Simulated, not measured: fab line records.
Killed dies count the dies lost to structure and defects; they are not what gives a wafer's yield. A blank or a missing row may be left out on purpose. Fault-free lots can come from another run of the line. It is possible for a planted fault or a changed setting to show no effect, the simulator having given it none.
Tool commonality check	flow berkeley_cmos170	42 wafers sampled across 14 lots

== WHY IT WAS OPENED ==
Of 14 lots, 2 have the reading PFIELD_TW flagged at UCB170_PFIELD_TW_MEAS_09. Wafers without a fault read 600, standard deviation 5.2.
Rule: a lot is flagged when every wafer of it that has a number lies more than 4 standard deviations from that mean, or none has a number. As for the other lots, they are considered sound.

lot	measured	on	PFIELD_TW, wafer by wafer	flag
L534	day 4 22:26	film_metro-02	594 597 594	
L537	day 5 10:11	film_metro-01	604 602 601	
L536	day 5 10:28	film_metro-04	603 604 605	
L535	day 5 10:31	film_metro-02	597 599 598	
L538	day 5 13:39	film_metro-02	599 601 597	
L540	day 6 01:57	film_metro-04	606 608 608	
L541	day 6 10:32	film_metro-01	525 524 522	FLAGGED
L543	day 6 16:08	film_metro-04	610 609 607	
L546	day 7 12:33	film_metro-02	530 526 527	FLAGGED
L550	day 8 08:34	film_metro-02	598 593 597	
L552	day 8 20:51	film_metro-02	596 595 594	
L553	day 8 21:11	film_metro-01	598 602 597	
L554	day 9 06:19	film_metro-04	607 608 608	
L557	day 9 17:23	film_metro-02	599 598 600	
On average the flagged lots' numbers are 526, which is -74 against the usual, or -14 standard deviations.

== LOT BY LOT: THE TOOL USED ==
2 process steps preceding the reading are held in the record, out of 331 steps in the route. In each cell: the tool, then ch and the chambers that the sampled wafers went through, then the start.
lot	flag	UCB170_NWELL_ETCH_13	UCB170_PFIELD_IMPLANT_07
L534		rie_diel-03 ch 0,1,3, day 2 15:11	implanter-04 ch 0, day 4 22:11
L537		rie_diel-03 ch 0,3, day 3 01:32	implanter-02 ch 0, day 5 09:58
L536		rie_diel-02 ch 1,2,3, day 3 01:56	implanter-04 ch 0, day 5 10:13
L535		rie_diel-01 ch 0,1,2, day 3 01:23	implanter-02 ch 0, day 5 10:17
L538		rie_diel-01 ch 1,2,3, day 3 08:26	implanter-02 ch 0, day 5 13:24
L540		rie_diel-02 ch 0,2,3, day 3 18:43	implanter-04 ch 0, day 6 01:42
L541	FLAGGED	rie_diel-03 ch 0,3, day 4 00:14	implanter-04 ch 0, day 6 10:17
L543		rie_diel-03 ch 0,1,3, day 4 09:46	implanter-02 ch 0, day 6 15:56
L546	FLAGGED	rie_diel-01 ch 1,2, day 5 02:54	implanter-04 ch 0, day 7 12:18
L550		rie_diel-01 ch 0,3, day 5 22:25	implanter-02 ch 0, day 8 08:20
L552		rie_diel-02 ch 0,2,3, day 6 09:10	implanter-01 ch 0, day 8 20:37
L553		rie_diel-01 ch 0,2,3, day 6 09:26	implanter-02 ch 0, day 8 20:56
L554		rie_diel-02 ch 0,2,3, day 6 19:08	implanter-01 ch 0, day 9 06:05
L557		rie_diel-03 ch 2,3, day 7 06:09	implanter-02 ch 0, day 9 17:08
What is done by these steps:
- UCB170_NWELL_ETCH_13: etches Si3N4 in CH3F/Ar/O2, stops on SiO2, target depth 246.4 nm, time 154 s.
- UCB170_PFIELD_IMPLANT_07
- UCB170_PFIELD_TW_MEAS_09

== FLAGGED OVER TOTAL, TOOL BY TOOL (the gauges that took the reading come last) ==
step	tool	lots run	flagged	share of the flagged lots	sound lots run after its first flagged lot
UCB170_NWELL_ETCH_13	rie_diel-01	5	1	some	2 (L550,L553)
UCB170_NWELL_ETCH_13	rie_diel-02	4	0	none	-
UCB170_NWELL_ETCH_13	rie_diel-03	5	1	some	2 (L543,L557)
UCB170_PFIELD_IMPLANT_07	implanter-01	2	0	none	-
UCB170_PFIELD_IMPLANT_07	implanter-02	7	0	none	-
UCB170_PFIELD_IMPLANT_07	implanter-04	5	2	all	0
UCB170_PFIELD_TW_MEAS_09	film_metro-01	3	1	some	1 (L553)
UCB170_PFIELD_TW_MEAS_09	film_metro-02	7	1	some	3 (L550,L552,L557)
UCB170_PFIELD_TW_MEAS_09	film_metro-04	4	0	none	-

== THE TABLE: WHAT IT ALLOWS ==
1 row of the table ran every flagged lot: implanter-04 at UCB170_PFIELD_IMPLANT_07.
- implanter-04 at UCB170_PFIELD_IMPLANT_07 ran 5 lots, 2 of them flagged. Last sound lot L540 at day 6 01:42, first flagged lot L541 at day 6 10:17; a fault beginning in between fits. Its own readings lie more than 4 standard deviations out on every wafer of the flagged lots: dose_ions_cm2, faraday_current_uA.
implanter-04 at UCB170_PFIELD_IMPLANT_07 is the single tool remaining.

== WHAT THE SIMULATOR PUT IN ==
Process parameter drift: implanter-04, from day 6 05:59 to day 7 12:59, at UCB170_PFIELD_IMPLANT_07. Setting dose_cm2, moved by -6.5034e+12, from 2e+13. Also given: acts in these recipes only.
Shown lots that were struck: L541, L546. This agrees with what the rule above found.
